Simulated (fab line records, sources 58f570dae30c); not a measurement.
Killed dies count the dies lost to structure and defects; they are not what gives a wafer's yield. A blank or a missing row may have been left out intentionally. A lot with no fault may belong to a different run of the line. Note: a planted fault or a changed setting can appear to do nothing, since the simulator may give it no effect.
Which tool did it? :: flow berkeley-cmos170 :: 39 wafers from 13 lots sampled at 3 of the route's 331 steps

## WHAT THE GAUGES READ, wafer by wafer
UCB170_V1_THK_MEAS_04. Usual: for V1_POLISHED_THK the level is 1000.1 nm and the standard deviation is 1.6.
lot: L835
measured: day 7 20:38
on: film-metro-03
V1_POLISHED_THK (nm): 1001.5 997.0 997.2
flag: 

lot: L836
measured: day 8 14:10
on: film-metro-01
V1_POLISHED_THK (nm): 999.3 1002.2 999.8
flag: 

lot: L837
measured: day 8 21:33
on: film-metro-02
V1_POLISHED_THK (nm): 1000.3 999.1 1000.0
flag: 

lot: L840
measured: day 8 23:55
on: film-metro-03
V1_POLISHED_THK (nm): 1001.5 1000.1 1000.0
flag: 

lot: L838
measured: day 9 01:14
on: film-metro-03
V1_POLISHED_THK (nm): 999.3 996.8 999.1
flag: 

lot: L839
measured: day 9 01:14
on: film-metro-01
V1_POLISHED_THK (nm): 1003.9 997.2 999.4
flag: 

lot: L843
measured: day 10 04:02
on: film-metro-01
V1_POLISHED_THK (nm): 1000.7 1000.5 999.7
flag: 

lot: L844
measured: day 10 05:21
on: film-metro-02
V1_POLISHED_THK (nm): 1000.1 996.9 998.3
flag: 

lot: L846
measured: day 11 01:47
on: film-metro-03
V1_POLISHED_THK (nm): 1000.5 1002.8 1002.6
flag: 

lot: L848
measured: day 11 09:54
on: film-metro-01
V1_POLISHED_THK (nm): 1002.8 1000.3 1000.3
flag: 

lot: L852
measured: day 12 01:20
on: film-metro-01
V1_POLISHED_THK (nm): 1000.7 997.4 1000.9
flag: 

lot: L857
measured: day 12 10:51
on: film-metro-01
V1_POLISHED_THK (nm): 998.6 999.6 998.9
flag: 

lot: L855
measured: day 12 13:34
on: film-metro-01
V1_POLISHED_THK (nm): 999.1 1004.2 1004.8
flag: 

## TOOL THAT RAN EACH LOT (tool first, then ch and the chambers of the sampled wafers, then the start)
lot: L835
UCB170_GATE_STRIP_16: plasma-asher-04 ch 0,1, day 6 14:58
UCB170_CONTACT_RTA_08: rtp-anneal-01 ch 0, day 7 13:49

lot: L836
UCB170_GATE_STRIP_16: plasma-asher-03 ch 0,1, day 7 15:07
UCB170_CONTACT_RTA_08: rtp-anneal-02 ch 0, day 8 08:37

lot: L837
UCB170_GATE_STRIP_16: plasma-asher-04 ch 0,1, day 7 19:53
UCB170_CONTACT_RTA_08: rtp-anneal-01 ch 0, day 8 16:02

lot: L840
UCB170_GATE_STRIP_16: plasma-asher-03 ch 0,1, day 7 20:00
UCB170_CONTACT_RTA_08: rtp-anneal-02 ch 0, day 8 17:53

lot: L838
UCB170_GATE_STRIP_16: plasma-asher-02 ch 0,1, day 7 20:10
UCB170_CONTACT_RTA_08: rtp-anneal-02 ch 0, day 8 18:03

lot: L839
UCB170_GATE_STRIP_16: plasma-asher-03 ch 0, day 7 20:14
UCB170_CONTACT_RTA_08: rtp-anneal-01 ch 0, day 8 18:03

lot: L843
UCB170_GATE_STRIP_16: plasma-asher-02 ch 0,1, day 9 01:18
UCB170_CONTACT_RTA_08: rtp-anneal-01 ch 0, day 9 22:11

lot: L844
UCB170_GATE_STRIP_16: plasma-asher-03 ch 0,1, day 9 01:48
UCB170_CONTACT_RTA_08: rtp-anneal-01 ch 0, day 9 22:14

lot: L846
UCB170_GATE_STRIP_16: plasma-asher-03 ch 0,1, day 9 18:33
UCB170_CONTACT_RTA_08: rtp-anneal-02 ch 0, day 10 18:21

lot: L848
UCB170_GATE_STRIP_16: plasma-asher-03 ch 0,1, day 10 05:11
UCB170_CONTACT_RTA_08: rtp-anneal-01 ch 0, day 11 02:52

lot: L852
UCB170_GATE_STRIP_16: plasma-asher-04 ch 0,1, day 10 21:24
UCB170_CONTACT_RTA_08: rtp-anneal-01 ch 0, day 11 17:41

lot: L857
UCB170_GATE_STRIP_16: plasma-asher-04 ch 0,1, day 11 08:04
UCB170_CONTACT_RTA_08: rtp-anneal-01 ch 0, day 12 04:03

lot: L855
UCB170_GATE_STRIP_16: plasma-asher-04 ch 1, day 11 08:21
UCB170_CONTACT_RTA_08: rtp-anneal-02 ch 0, day 12 06:50
- UCB170_GATE_STRIP_16: strips in O2.
- UCB170_CONTACT_RTA_08: time 10 s.

## WHAT THE TOOLS THEMSELVES READ (means of the sampled wafers that have a number; where no wafer has one, the mark that the record gives instead)
UCB170_GATE_STRIP_16. Usual: drypump-motor-current-A 5.7 A, standard deviation 0.55; oes-product-au 0.724 a.u., standard deviation 0.0043.
lot: L835
tool: plasma-asher-04
drypump-motor-current-A (A): 5.8
oes-product-au (a.u.): 0.721
flag: 

lot: L836
tool: plasma-asher-03
drypump-motor-current-A (A): 5.5
oes-product-au (a.u.): 0.721
flag: 

lot: L837
tool: plasma-asher-04
drypump-motor-current-A (A): 5.3
oes-product-au (a.u.): 0.723
flag: 

lot: L840
tool: plasma-asher-03
drypump-motor-current-A (A): 5.6
oes-product-au (a.u.): 0.724
flag: 

lot: L838
tool: plasma-asher-02
drypump-motor-current-A (A): 6.3
oes-product-au (a.u.): 0.722
flag: 

lot: L839
tool: plasma-asher-03
drypump-motor-current-A (A): 5.8
oes-product-au (a.u.): 0.728
flag: 

lot: L843
tool: plasma-asher-02
drypump-motor-current-A (A): 6.3
oes-product-au (a.u.): 0.726
flag: 

lot: L844
tool: plasma-asher-03
drypump-motor-current-A (A): 5.5
oes-product-au (a.u.): 0.727
flag: 

lot: L846
tool: plasma-asher-03
drypump-motor-current-A (A): 5.4
oes-product-au (a.u.): 0.724
flag: 

lot: L848
tool: plasma-asher-03
drypump-motor-current-A (A): 5.6
oes-product-au (a.u.): 0.722
flag: 

lot: L852
tool: plasma-asher-04
drypump-motor-current-A (A): 5.3
oes-product-au (a.u.): 0.724
flag: 

lot: L857
tool: plasma-asher-04
drypump-motor-current-A (A): 5.3
oes-product-au (a.u.): 0.725
flag: 

lot: L855
tool: plasma-asher-04
drypump-motor-current-A (A): 4.8
oes-product-au (a.u.): 0.725
flag: 

UCB170_CONTACT_RTA_08. Usual: lamp-power-pct 22.9 %, standard deviation 0.77; wafer_temp_C_max 903.9, standard deviation 0.96.
lot: L835
tool: rtp-anneal-01
lamp-power-pct (%): 22.2
wafer_temp_C_max: 902.6
flag: 

lot: L836
tool: rtp-anneal-02
lamp-power-pct (%): 23.7
wafer_temp_C_max: 904.6
flag: 

lot: L837
tool: rtp-anneal-01
lamp-power-pct (%): 22.2
wafer_temp_C_max: 902.5
flag: 

lot: L840
tool: rtp-anneal-02
lamp-power-pct (%): 23.7
wafer_temp_C_max: 904.6
flag: 

lot: L838
tool: rtp-anneal-02
lamp-power-pct (%): 23.7
wafer_temp_C_max: 904.5
flag: 

lot: L839
tool: rtp-anneal-01
lamp-power-pct (%): 22.1
wafer_temp_C_max: 903.3
flag: 

lot: L843
tool: rtp-anneal-01
lamp-power-pct (%): 22.2
wafer_temp_C_max: 903.6
flag: 

lot: L844
tool: rtp-anneal-01
lamp-power-pct (%): 22.1
wafer_temp_C_max: 903.8
flag: 

lot: L846
tool: rtp-anneal-02
lamp-power-pct (%): 23.7
wafer_temp_C_max: 904.2
flag: 

lot: L848
tool: rtp-anneal-01
lamp-power-pct (%): 22.2
wafer_temp_C_max: 903.5
flag: 

lot: L852
tool: rtp-anneal-01
lamp-power-pct (%): 22.2
wafer_temp_C_max: 903.0
flag: 

lot: L857
tool: rtp-anneal-01
lamp-power-pct (%): 22.2
wafer_temp_C_max: 903.0
flag: 

lot: L855
tool: rtp-anneal-02
lamp-power-pct (%): 23.7
wafer_temp_C_max: 904.7
flag: 

## THE ANSWER, worked out from the rows above alone
Rule: take the mean of a lot's wafers that have a number; if it is more than 3 standard deviations from the usual mean, the lot is off. A lot without any number at a reading at which 4 lots or more have one is off too. All remaining lots with rows at the step are treated as sound. After the gauges, taken in route order, come the tools' own readings; for these a lot's mean is taken, as printed above. At the first step where some lot is off, the reading lying furthest off is the one used; lots without a number count as furthest.
Nothing can be told from this: no lot is off at any reading shown.

## WHAT WAS PUT IN BY THE SIMULATOR
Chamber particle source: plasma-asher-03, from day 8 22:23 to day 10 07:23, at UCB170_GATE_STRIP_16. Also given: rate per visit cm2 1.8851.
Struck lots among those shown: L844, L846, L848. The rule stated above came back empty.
